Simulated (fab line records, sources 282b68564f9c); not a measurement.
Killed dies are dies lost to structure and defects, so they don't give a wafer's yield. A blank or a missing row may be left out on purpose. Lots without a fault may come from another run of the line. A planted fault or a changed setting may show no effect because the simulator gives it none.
Which tool did it? | flow rit_cmos | 16 lots, 48 wafers sampled, at 2 steps of a route of 202

WHAT THE GAUGES READ, wafer by wafer
RIT_NWELL_OVL_MEAS_06.
lot  | measured    | on         | NWELL_OVL (nm)
L649 | day 1 20:20 | overlay-02 | -1.8 0.2 -0.9
L650 | day 2 03:36 | overlay-01 | -1.9 -2.9 -2.7
L651 | day 2 09:41 | overlay-02 | -2.6 -3.0 -2.1
L652 | day 2 13:52 | overlay-01 | -0.2 0.7 0.6
L654 | day 2 22:11 | overlay-01 | -0.4 -0.7 -0.9
L655 | day 3 07:07 | overlay-02 | 0.0 1.6 -0.3
L657 | day 3 13:30 | overlay-01 | -0.3 -1.0 0.0
L658 | day 3 18:04 | overlay-02 | -0.4 -0.7 -0.3
L663 | day 4 19:12 | overlay-01 | -151.3 -150.9 -149.2
L664 | day 4 23:22 | overlay-02 | -3.2 -3.2 -2.4
L666 | day 5 09:25 | overlay-02 | -149.3 -148.7 -150.3
L667 | day 5 14:28 | overlay-01 | -149.9 -149.5 -148.3
L668 | day 5 21:03 | overlay-02 | -150.9 -150.4 -151.2
L669 | day 6 00:52 | overlay-02 | -1.7 -2.6 -4.4
L671 | day 6 10:32 | overlay-02 | -0.5 -0.2 1.1
L672 | day 6 15:35 | overlay-01 | -1.0 -0.2 -0.8

WHICH TOOL RAN EACH LOT (tool, then ch and the chambers of the sampled wafers, then the start)
lot  | RIT_NWELL_EXPOSE_03
L649 | iline_stepper-02 ch 0, day 1 19:54
L650 | iline_stepper-01 ch 0, day 2 03:11
L651 | iline_stepper-01 ch 0, day 2 09:17
L652 | iline_stepper-01 ch 0, day 2 13:21
L654 | iline_stepper-01 ch 0, day 2 21:46
L655 | iline_stepper-01 ch 0, day 3 06:41
L657 | iline_stepper-02 ch 0, day 3 13:04
L658 | iline_stepper-02 ch 0, day 3 17:38
L663 | iline_stepper-02 ch 0, day 4 18:47
L664 | iline_stepper-01 ch 0, day 4 22:56
L666 | iline_stepper-02 ch 0, day 5 09:00
L667 | iline_stepper-02 ch 0, day 5 14:02
L668 | iline_stepper-02 ch 0, day 5 20:37
L669 | iline_stepper-01 ch 0, day 6 00:28
L671 | iline_stepper-01 ch 0, day 6 10:07
L672 | iline_stepper-01 ch 0, day 6 15:09
- RIT_NWELL_EXPOSE_03: exposes mask M2, target cd 43900 nm.

WHAT THE TOOLS THEMSELVES READ (means of the sampled wafers that have a number; where no wafer has one, the mark that the record gives instead)
RIT_NWELL_EXPOSE_03.
lot  | tool             | reticle_temp_C (C)
L649 | iline_stepper-02 | 23.07
L650 | iline_stepper-01 | 23.05
L651 | iline_stepper-01 | 22.90
L652 | iline_stepper-01 | 23.13
L654 | iline_stepper-01 | 23.09
L655 | iline_stepper-01 | 22.88
L657 | iline_stepper-02 | 23.01
L658 | iline_stepper-02 | 22.95
L663 | iline_stepper-02 | 22.99
L664 | iline_stepper-01 | 23.12
L666 | iline_stepper-02 | 22.93
L667 | iline_stepper-02 | 22.96
L668 | iline_stepper-02 | 23.03
L669 | iline_stepper-01 | 22.99
L671 | iline_stepper-01 | 23.09
L672 | iline_stepper-01 | 22.88

THE ANSWER, worked out from the rows above alone
Rule: what is usual is taken from the lots themselves. Put in order of their means at a reading, lots are off if they are a third of the lots or fewer, leave a main group of 4 or more, and stand apart from it by a gap of 3 or more times the standard deviation of the main group's means; of several such gaps the widest counts. A main group whose means are all the same, to the digits that the tables above print for the reading, isn't used. A lot without any number at a reading at which 4 lots or more have one is off too. The other lots that the step has rows for count as sound. The gauges are gone through in route order, then the tools' own readings, and for those a lot's mean is taken as printed above. The first step at which some lot is off is used, and at that step the reading that is off furthest; a lot without a number counts as furthest.
Off: L663, L666, L667, L668, at RIT_NWELL_OVL_MEAS_06 (NWELL_OVL). The main group: mean -1.1 nm, standard deviation 1.2.
A tool fits if, at a process step before that reading, it ran every lot that is off, and no sound lot after the first of them. The gauges at RIT_NWELL_OVL_MEAS_06 are tried like those tools. One fits: iline_stepper-02 at RIT_NWELL_EXPOSE_03. Its last sound lot is L658 (day 3 17:38), its first lot that is off L663 (day 4 18:47): a fault that began between those two fits.

WHAT THE SIMULATOR HAD PUT IN
Scanner matching overlay: iline_stepper-02, from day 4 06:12 on, at RIT_NWELL_EXPOSE_03. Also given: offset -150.
Lots struck among those shown: L663, L666, L667, L668. The rule above found the same.
